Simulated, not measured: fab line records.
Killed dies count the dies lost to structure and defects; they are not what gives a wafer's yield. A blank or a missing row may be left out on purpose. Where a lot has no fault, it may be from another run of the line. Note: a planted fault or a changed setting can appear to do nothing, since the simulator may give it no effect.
Code-filled problem report in 8D (eight disciplines) form ; flow berkeleyCmos170 ; the parts of the form that need people (team, actions taken, sign-off) are left out

## 1. PROBLEM STATEMENT
Mean of heaterPowerTotalW at UCB170_NWELL_PEB_10: 58.79 W across 6 wafers in 2 lots; on wafers with no fault it is 56.79 W (standard deviation 0.048). Relative to the usual mean, that is a shift of +42 standard deviations.
Seen first at day 6 09:00 on lithoTrack-04, wafer L374.1. The record holds 18 wafers of 6 lots with a number at this step. By rule, "out" or "out of limits" means more than 4 standard deviations away from the usual mean. The other wafers with a number count as sound.

## 2. WHAT THIS IS AND IS NOT
question;is;is not
which readings at this step;heaterPowerTotalW, plateTempC;-
which lots;L373, L374;L357, L359, L363, L364
which wafers of those lots;all that have a number;-
read on which tools;lithoTrack-04;lithoTrack-02, lithoTrack-03
when;from day 6 09:00;up to then (12 sound wafers)

## 3. WHAT RULES OUT EACH SUSPECT
Counting: a tool at any process step up to the reading remains a suspect when it ran all the lots that are out and ran no sound lot after the first of those.
- lithoTrack-04 at UCB170_NWELL_PEB_10: kept. Every lot that is out went through it, starting with L374 (day 6 09:00), and after that it ran no sound lot; the last sound lot it ran before then is L364 (day 4 09:29). Its own heaterPowerTotalW, plateTempC readings are out on those wafers.
Remaining after the count: lithoTrack-04 at UCB170_NWELL_PEB_10.

## 4. THE CAUSE (what the simulator had put in)
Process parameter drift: lithoTrack-04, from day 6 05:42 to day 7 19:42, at UCB170_NWELL_PEB_10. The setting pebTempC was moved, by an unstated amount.
Only this tool survived the counting.

## 5. THE CHAIN OF EFFECTS, in route order
Rows list readings where the struck wafers' mean (over those with a number) sits beyond 3 standard deviations from the usual. Only readings for which the record gives a usual standard deviation are gone through. hours: the time from each lot's start at the first step in this table that gives one to its start at this step, as a median over the lots. sigmas: the change in usual standard deviations.
hours;step;reading;usual;on struck wafers;change;sigmas
0;UCB170_NWELL_PEB_10;heaterPowerTotalW;56.79 W;58.79;+2.00;+42
0;UCB170_NWELL_PEB_10;plateTempC;129.98 C;133.36;+3.38;+24
It contains these process steps:
- UCB170_NWELL_PEB_10
Later measuring or inspecting steps at which every struck wafer that the step has a row for has a number for every such reading, and none has moved that far: UCB170_NWELL_OVL_MEAS_12.

## 6. HOW IT WOULD HAVE BEEN CAUGHT EARLIER
In this record no reading fell out of limits until day 6 09:00, 3 hours after the fault had begun at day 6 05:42.
